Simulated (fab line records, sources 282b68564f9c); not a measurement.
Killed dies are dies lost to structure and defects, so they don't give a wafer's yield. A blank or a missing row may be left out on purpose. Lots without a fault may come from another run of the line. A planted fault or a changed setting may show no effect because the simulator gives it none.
fab line records | flow rit_cmos
record lots=7 wafers=21 last_day=7
route steps=202 shown GATE@83 M1@202
lots that met no fault: from a run of the same line without faults
start_h: hours from the record's first day to the start of the lot's first wafer shown | wait_h: hours since the lot's step before | " the same as in the row above | L1.1+2: a row that stands for several wafers | - no value, or no start given | * or withheld: withheld | < > ~ a bound
route shown NAME@n: a module of which the file shows steps, and the number in the route of the first | usual: mean/standard deviation of fault-free wafers | same: alike in all rows | chamber/n: place in a boat | sites: the reading at each site | _std_site: their standard deviation | _edge_site: outer sites' mean less inner sites' | radius_mm: how far each site lies from the wafer's centre | mask NAME#n: copy n | behind: the tool/chamber that last shaped the wafer | hold: why the lot was held/for how many hours/how that ended | device: the transistor (n, p or np) that didn't switch | end of line: the same wafers' tests at the end of the route | a step without rows: its recipe alone | killed: dies lost to structure and defects at the first sort, not the wafer's yield | map: a wafer's dies, x killed, . not, _ none there
set.NAME: the setting as run; set.NAME@STEP: as run at that earlier step | model.NAME: the simulator's own value behind a step, which no gauge read
lots at some steps of the route; a table a step, a row a wafer
services: from which hour (start_h, from the record's first day; less than 0 if before it) a tool's chamber was out of use, for how many hours, and why
## steps
# step RIT_GATE_THK_MEAS_07
# recipe reads=SiO2_of_GATE_OXIDATION_05
# usual GATE_OXIDE_THK=3.02/0.063
# columns lot.wafer tool chamber start_h wait_h GATE_OXIDE_THK[nm]
L699.1 film_metro-04 - 84.75 0.0 2.98
L699.4 " - " " 3.05
L699.5 " - " " 2.98
L700.1 film_metro-01 - 90.95 0.0 2.94
L700.3 " - " " 3.04
L700.6 " - " " 3.01
L703.3 film_metro-01 - 103.36 0.0 2.96
L703.4 " - " " 3.06
L703.6 " - " " 3.08
L705.2 film_metro-04 - 109.35 0.0 3.09
L705.3 " - " " 3.10
L705.5 " - " " 3.06
L707.3 film_metro-02 - 123.37 0.0 3.06
L707.5 " - " " 3.09
L707.6 " - " " 3.09
L710.4 film_metro-01 - 131.68 0.0 3.05
L710.5 " - " " 3.03
L710.6 " - " " 3.04
L712.1 film_metro-04 - 147.33 0.0 3.08
L712.2 " - " " 3.10
L712.4 " - " " 3.03
# step RIT_GATE_CVD_08
# recipe material=poly-Si target_thk_nm=250 temp_c=610 precursor=SiH4 time_s=2220 pressure_mtorr=300 sih4_flow_sccm=96.9
# step RIT_GATE_THK_MEAS_09
# recipe reads=poly-Si_of_GATE_CVD_08
# usual GATE_POLY_THK=242.3/2.5
# columns lot.wafer tool chamber start_h wait_h GATE_POLY_THK[nm]
L699.1 film_metro-04 - 86.42 0.0 245.0
L699.4 " - " " 244.9
L699.5 " - " " 243.1
L700.1 film_metro-01 - 92.62 0.0 245.7
L700.3 " - " " 244.6
L700.6 " - " " 243.6
L703.3 film_metro-01 - 105.26 0.0 241.0
L703.4 " - " " 239.7
L703.6 " - " " 239.9
L705.2 film_metro-04 - 111.03 0.0 236.5
L705.3 " - " " 236.0
L705.5 " - " " 235.9
L707.3 film_metro-02 - 125.05 0.0 244.9
L707.5 " - " " 241.8
L707.6 " - " " 245.2
L710.4 film_metro-02 - 133.36 0.0 243.3
L710.5 " - " " 247.6
L710.6 " - " " 243.9
L712.1 film_metro-02 - 149.00 0.0 245.6
L712.2 " - " " 245.9
L712.4 " - " " 244.4
# step RIT_GATE_HMDS_10
# recipe prime_time_s=60 prime_temp_c=140
# step RIT_GATE_COAT_11
# recipe resist=NOVOLAK spin_rpm=4250 resist_thk_nm=850
# step RIT_GATE_SOFTBAKE_12
# recipe resist=NOVOLAK temp_c=90 time_s=60
# step RIT_GATE_EXPOSE_13
# recipe mask_id=M6 na=0.6 source_shape=conventional sigma_outer=0.6 target_cd_nm=150 dose_mj=388.2
# step RIT_GATE_PEB_14
# recipe resist=NOVOLAK temp_c=withheld time_s=withheld
# step RIT_GATE_DEVELOP_15
# recipe resist=NOVOLAK develop_time_s=50 dev_temp_c=23
# step RIT_GATE_CD_MEAS_16
# recipe target_cd_nm=150
# usual cd_nm=149.5/2.3
# columns lot.wafer tool chamber start_h wait_h cd_nm
L699.1 cd_sem-02 - 87.49 - 151.4
L699.4 " - " " 150.8
L699.5 " - " " 151.6
L700.1 cd_sem-02 - 93.70 - 149.8
L700.3 " - " " 149.9
L700.6 " - " " 149.6
L703.3 cd_sem-01 - 106.30 - 150.3
L703.4 " - " " 148.7
L703.6 " - " " 150.4
L705.2 cd_sem-01 - 112.18 - 147.3
L705.3 " - " " 151.8
L705.5 " - " " 149.4
L707.3 cd_sem-01 - 125.98 - 151.9
L707.5 " - " " 152.7
L707.6 " - " " 153.6
L710.4 cd_sem-02 - 134.39 - 145.8
L710.5 " - " " 145.3
L710.6 " - " " 147.6
L712.1 cd_sem-02 - 150.00 - 146.8
L712.2 " - " " 147.8
L712.4 " - " " 149.5
# step RIT_GATE_OVL_MEAS_17
# usual GATE_OVL=-0.9/1.2
# columns lot.wafer tool chamber start_h wait_h GATE_OVL[nm]
L699.1 overlay-01 - 87.61 0.1 -2.8
L699.4 " - " " -0.7
L699.5 " - " " -2.7
L700.1 overlay-01 - 93.82 0.1 0.0
L700.3 " - " " -0.4
L700.6 " - " " -1.3
L703.3 overlay-02 - 106.39 0.1 0.6
L703.4 " - " " -2.1
L703.6 " - " " -0.8
L705.2 overlay-02 - 112.28 0.1 -3.6
L705.3 " - " " -1.8
L705.5 " - " " -2.1
L707.3 overlay-02 - 126.07 0.1 -1.3
L707.5 " - " " -0.7
L707.6 " - " " -0.1
L710.4 overlay-01 - 134.47 0.1 -1.7
L710.5 " - " " -0.8
L710.6 " - " " -2.6
L712.1 overlay-02 - 150.12 0.1 -0.9
L712.2 " - " " -2.0
L712.4 " - " " -1.7
# step RIT_GATE_HARDBAKE_18
# recipe resist=NOVOLAK temp_c=140 time_s=60
# step RIT_GATE_ETCH_19
# recipe chemistry=SF6/CHF3/O2 time_s=165 SF6_flow_sccm=30 CHF3_flow_sccm=30 O2_flow_sccm=5 target=poly-Si pressure_mtorr=40 rf_w=160 target_depth_a=3125 over_etch_frac=0.25 stop_on=SiO2
# usual chamber_pressure_mTorr=40.00/0.038 drypump_motor_current_A=5.5/0.33 oes_product_au=0.826/0.011 run_length_s=193.1/0.32 throttle_valve_pct=10.24/0.11
# columns lot.wafer tool chamber start_h wait_h chamber_pressure_mTorr drypump_motor_current_A oes_product_au rf_hours_counter_h run_length_s throttle_valve_pct model.NOVOLAK_of_GATE_COAT_11.thk_nm
L699.1 rie_si-01 0 87.80 0.1 39.98 5.5 0.834 100 193.2 10.04 669.9
L699.4 " 2 " " 40.07 5.7 0.823 82 192.5 10.38 670
L699.5 " 1 " " 39.95 5.1 0.829 - 193.3 10.36 673.3
L700.1 rie_si-02 3 94.00 0.1 40.01 5.7 0.830 78 193.3 10.13 672.5
L700.3 " 1 " " 39.98 5.3 0.839 1 193.2 10.16 673
L700.6 " 1 " " 39.93 5.4 0.827 - 193.0 10.18 675.3
L703.3 rie_si-01 2 106.78 0.1 39.97 5.7 0.778 82 209.7 10.37 662.2
L703.4 " 1 " " 39.99 5.1 0.781 124 210.5 10.37 661.7
L703.6 " 1 " " 39.95 5.1 0.778 - 210.1 10.37 662.2
L705.2 rie_si-01 0 112.55 0.1 39.94 5.5 0.744 101 209.5 10.03 657.3
L705.3 " 1 " " 39.95 5.1 0.768 124 210.3 10.37 661.9
L705.5 " 3 " " 40.00 5.5 0.755 - 210.4 10.29 660.9
L707.3 rie_si-01 1 126.25 0.1 39.98 5.1 0.798 124 210.0 10.37 666
L707.5 " 0 " " 40.05 5.5 0.767 - 209.7 10.05 664.2
L707.6 " 3 " " 39.97 5.6 0.771 - 210.4 10.29 666.4
L710.4 rie_si-02 3 134.64 0.1 40.04 5.7 0.828 78 193.6 10.14 670.5
L710.5 " 2 " " 40.00 4.9 0.830 - 192.9 10.26 671
L710.6 " 1 " " 40.03 5.4 0.832 - 193.0 10.17 671.6
L712.1 rie_si-02 1 150.31 0.1 39.97 5.4 0.843 2 192.9 10.17 669.3
L712.2 " 2 " " 40.00 4.8 0.829 106 192.9 10.28 668.6
L712.4 " 0 " " 40.09 5.9 0.839 0 193.0 10.28 670.9
# step RIT_GATE_STRIP_20
# recipe chemistry=O2 time_s=180 resist=NOVOLAK platen_temp_c=withheld power_w=500 pressure_mtorr=4000 o2_flow_sccm=4000
# usual chamber_pressure_mTorr=4000/3.6 drypump_motor_current_A=6.2/0.36
# columns lot.wafer tool chamber start_h wait_h chamber_pressure_mTorr drypump_motor_current_A rf_hours_counter_h
L699.1 plasma_asher-02 0 87.91 0.1 3998 5.8 46
L699.4 " 0 " " 3998 5.8 -
L699.5 " 1 " " 3993 5.9 -
L700.1 plasma_asher-01 0 94.11 0.1 4002 5.7 45
L700.3 " 1 " " 4004 6.5 -
L700.6 " 0 " " 4003 5.7 -
L703.3 plasma_asher-04 1 106.95 0.1 4003 6.3 -
L703.4 " 0 " " 3997 6.6 -
L703.6 " 0 " " 3995 6.7 -
L705.2 plasma_asher-02 0 112.66 0.1 4003 5.7 49
L705.3 " 1 " " 3995 5.9 -
L705.5 " 0 " " 4003 5.7 -
L707.3 plasma_asher-04 1 126.41 0.1 4001 6.3 -
L707.5 " 1 " " 4000 6.3 -
L707.6 " 0 " " 4000 6.7 -
L710.4 plasma_asher-04 1 134.80 0.1 4001 6.3 -
L710.5 " 1 " " 3998 6.3 -
L710.6 " 0 " " 4000 6.7 -
L712.1 plasma_asher-04 0 150.42 0.1 3996 6.7 33
L712.2 " 1 " " 4005 6.3 33
L712.4 " 0 " " 3995 6.7 -
# step RIT_M1_PROBE_99
# usual killed_at_contacts=0.0/0.16 killed_at_front_end=7.5/2.8 killed_dies=7.6/2.9 killed_open=3.7/2 killed_short=3.8/2
# same gross_dies=264 killed_at_M0_to_M3=0 killed_at_M4_up=0 killed_at_back_side=0 killed_at_other=0
# columns lot.wafer tool chamber start_h wait_h killed_at_contacts killed_at_front_end killed_dies killed_open killed_short
L699.1 prober-01 - 109.29 0.1 0 9 9 4 5
L699.4 prober-01 - 109.44 0.2 0 8 8 3 5
L699.5 prober-01 - 109.49 0.2 1 6 7 2 5
L700.1 prober-02 - 115.30 0.1 0 11 11 6 5
L700.3 prober-02 - 115.40 0.2 0 10 10 5 5
L700.6 prober-02 - 115.55 0.2 0 13 13 5 8
L703.3 prober-02 - 127.19 0.2 0 5 5 0 5
L703.4 prober-02 - 127.24 0.2 0 6 6 4 2
L703.6 prober-02 - 127.34 0.2 0 7 7 5 2
L705.2 prober-01 - 132.63 0.1 0 3 3 1 2
L705.3 prober-01 - 132.68 0.2 0 7 7 4 3
L705.5 prober-01 - 132.78 0.2 0 8 8 4 4
L707.3 prober-02 - 146.17 0.2 0 8 8 4 4
L707.5 prober-02 - 146.27 0.2 0 12 12 8 4
L707.6 prober-02 - 146.32 0.2 0 16 16 10 6
L710.4 prober-01 - 155.99 0.2 0 4 4 1 3
L710.5 prober-01 - 156.04 0.2 0 5 5 2 3
L710.6 prober-01 - 156.09 0.2 0 6 6 3 3
L712.1 prober-01 - 171.44 0.1 0 9 9 5 3
L712.2 prober-01 - 171.49 0.1 0 7 7 2 5
L712.4 prober-01 - 171.59 0.2 0 5 5 3 1
# killed by level:class
L699.1 GATE:geometric_particle:open=3 REOX:geometric_particle:short=2 FOX1:geometric_particle:short=1 FOX2:geometric_particle:open=1 GATE:geometric_particle:short=1 SILICIDE:geometric_particle:short=1
L699.4 GATE:geometric_particle:open=3 GATE:geometric_particle:short=2 SILICIDE:geometric_particle:short=2 FOX1:geometric_particle:short=1
L699.5 GATE:geometric_particle:short=2 FOX1:geometric_particle:open=1 FOX2:geometric_particle:short=1 REOX:geometric_particle:short=1 SILICIDE:geometric_particle:open=1 CONTACT:geometric_particle:short=1
L700.1 REOX:geometric_particle:open=4 GATE:geometric_particle:short=2 ACTIVE:geometric_particle:short=1 GATE:geometric_particle:open=1 REOX:geometric_particle:short=1 SPACER:geometric_particle:open=1 SILICIDE:geometric_particle:short=1
L700.3 REOX:geometric_particle:short=2 SILICIDE:geometric_particle:open=2 FOX1:geometric_particle:open=1 FOX2:geometric_particle:short=1 REOX:geometric_particle:open=1 SPACER:geometric_particle:open=1 SPACER:geometric_particle:short=1 SILICIDE:geometric_particle:short=1
L700.6 GATE:geometric_particle:short=4 REOX:geometric_particle:open=2 SILICIDE:geometric_particle:open=2 SILICIDE:geometric_particle:short=2 FOX2:geometric_particle:short=1 REOX:geometric_particle:short=1 SPACER:geometric_particle:open=1
L703.3 REOX:geometric_particle:short=3 FOX2:geometric_particle:short=1 GATE:geometric_particle:short=1
L703.4 GATE:geometric_particle:open=4 GATE:geometric_particle:short=1 SPACER:geometric_particle:short=1
L703.6 FOX2:geometric_particle:open=2 GATE:geometric_particle:open=2 GATE:geometric_particle:short=1 REOX:geometric_particle:open=1 REOX:geometric_particle:short=1
L705.2 FOX2:geometric_particle:short=1 GATE:geometric_particle:short=1 SPACER:geometric_particle:open=1
L705.3 GATE:geometric_particle:open=2 GATE:geometric_particle:short=2 REOX:geometric_particle:open=2 REOX:geometric_particle:short=1
L705.5 GATE:geometric_particle:open=3 FOX2:geometric_particle:short=1 GATE:geometric_particle:short=1 REOX:geometric_particle:short=1 SPACER:geometric_particle:short=1 SPACER:geometric_particle:open=1
L707.3 GATE:geometric_particle:short=3 GATE:geometric_particle:open=2 FOX1:geometric_particle:open=1 SPACER:geometric_particle:open=1 SILICIDE:geometric_particle:short=1
L707.5 REOX:geometric_particle:open=4 GATE:geometric_particle:short=3 GATE:geometric_particle:open=2 FOX2:geometric_particle:open=1 REOX:geometric_particle:short=1 SPACER:geometric_particle:open=1
L707.6 GATE:geometric_particle:open=6 SPACER:geometric_particle:open=3 FOX1:geometric_particle:short=2 FOX2:geometric_particle:short=2 FOX2:geometric_particle:open=1 GATE:geometric_particle:short=1 SPACER:geometric_particle:short=1
L710.4 REOX:geometric_particle:short=3 GATE:geometric_particle:open=1
L710.5 FOX2:geometric_particle:open=1 FOX2:geometric_particle:short=1 GATE:geometric_particle:open=1 GATE:geometric_particle:short=1 REOX:geometric_particle:short=1
L710.6 GATE:geometric_particle:short=2 SILICIDE:geometric_particle:open=1 GATE:geometric_particle:open=1 REOX:geometric_particle:open=1 SPACER:geometric_particle:short=1
L712.1 GATE:geometric_particle:short=2 REOX:geometric_particle:open=2 SPACER:geometric_particle:open=2 GATE:geometric_particle:open=1 REOX:geometric_particle:short=1 NRETRO:coat_microbubble_printed=1
L712.2 GATE:geometric_particle:short=2 FOX1:geometric_particle:short=1 FOX2:geometric_particle:short=1 GATE:geometric_particle:open=1 SPACER:geometric_particle:short=1 SPACER:geometric_particle:open=1
L712.4 FOX1:geometric_particle:open=1 FOX2:geometric_particle:short=1 GATE:geometric_particle:open=1 SILICIDE:geometric_particle:open=1 NRETRO:coat_microbubble_printed=1
## services
# columns tool chamber start_h hours kind
rie_si-02 0 67.17 8.1 repair
rie_si-01 - 69.51 3.8 repair
plasma_asher-02 - 72.58 11.4 pm
rie_si-02 0 84.39 - clean
rie_si-02 0 84.39 15.2 scheduled_down
rie_si-02 0 84.39 15.2 vent_cycle
plasma_asher-01 - 108.75 9.0 pm
plasma_asher-01 0 108.75 9.0 vent_cycle
plasma_asher-01 1 108.75 9.0 vent_cycle
plasma_asher-01 0 117.75 - clean
plasma_asher-01 1 117.75 - clean
## key
first_sign step=RIT_GATE_ETCH_19 reading=run_length_s direction=up sigmas=54 usual=* struck=*
effect step=RIT_GATE_ETCH_19 reading=oes_product_au direction=down sigmas=5.2 usual=0.826 struck=0.771
model_effect step=RIT_GATE_ETCH_19 value=NOVOLAK_of_GATE_COAT_11.thk_nm without=670.9 struck=662.5
met_at RIT_GATE_ETCH_19
struck_wafers L703.3,L703.4,L703.6,L705.2,L705.3,L705.5,L707.3,L707.5,L707.6
tester_left_out L703,L705,L707
onset_between 87.80 106.78
fault kind=process_parameter_drift tool=rie_si-01 chamber=- onset_h=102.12 steps=RIT_GATE_ETCH_19 channel=time_s offset=* shape=step end_h=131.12 stated=*
# tester_left_out: of these lots the tester's yield and bins aren't shown, on N5 and GAA mostly nor the transistor test; their killed dies are dies lost to structure and defects alone, not to doping, threshold or leakage, so they don't give the yield
